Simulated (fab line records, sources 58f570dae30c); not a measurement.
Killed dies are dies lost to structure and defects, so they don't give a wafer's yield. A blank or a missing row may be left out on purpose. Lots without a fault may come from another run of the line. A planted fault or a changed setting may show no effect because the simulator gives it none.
Problem report in the 8D (eight disciplines) form, filled by code | flow berkeley_cmos170 | the parts of the form that need people (team, actions taken, sign-off) are left out

1. THE PROBLEM
edge_zone_pressure_frac at UCB170_V1_CMP_02 reads a mean of 1.041 on 9 wafers of 3 lots; wafers without a fault read 1.000 with a standard deviation of 0.0046. That is +8.9 standard deviations from the usual mean.
The step: polishes SiO2.
First seen on wafer L507.4, day 11 23:47, on cmp-02. The record holds 45 wafers of 15 lots with a number at this step. Rule for "out", or "out of limits": more than 4 standard deviations from the usual mean. The other wafers with a number count as sound.

2. WHAT IT IS AND WHAT IT IS NOT
question                    | is                      | is not
which readings at this step | edge_zone_pressure_frac | retaining_ring_pressure_frac
which lots                  | L507, L510, L511        | L492, L493, L495, L496, L497, L500, L503, L504, L505, L506, L508, L509
which wafers of those lots  | all that have a number  | -
read on which tools         | cmp-02                  | cmp-01
when                        | from day 11 23:47       | up to then (30 sound wafers); but 6 sound wafers of L508, L509 came after

3. SUSPECTS, AND WHAT RULES EACH OUT
Counting: a tool at a process step up to the reading stays a suspect if it ran every lot that is out and no sound lot after the first of them.
- cmp-02 at UCB170_V1_CMP_02 (polishes SiO2): kept. It ran every lot that is out, first L507 (day 11 23:47), and no sound lot after that; its last sound lot up to then is L506 (day 11 09:48). Its own readings are out on those wafers: edge_zone_pressure_frac.
Left after counting: cmp-02 at UCB170_V1_CMP_02.

4. THE CAUSE (what the simulator had put in)
Process parameter drift: cmp-02, from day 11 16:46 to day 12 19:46, at UCB170_V1_CMP_02. Setting edge_zone_pressure_frac, moved by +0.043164.
Counting left only this tool.

5. THE CHAIN OF EFFECTS, in route order
Each row: a reading whose mean over the struck wafers that have a number lies more than 3 standard deviations from the usual. Only readings for which the record gives a usual standard deviation are gone through. hours: the time from each lot's start at the first step in this table that gives one to its start at this step, as a median over the lots. sigmas: the change in usual standard deviations.
hours | step             | reading                 | usual | on struck wafers | change | sigmas
0     | UCB170_V1_CMP_02 | edge_zone_pressure_frac | 1.000 | 1.041            | +0.041 | +8.9
The process steps in it:
- UCB170_V1_CMP_02: polishes SiO2.

6. WHAT WOULD HAVE CAUGHT IT SOONER
In this record the first reading out of limits was taken at day 11 23:47, 7 hours after the fault began at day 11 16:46.
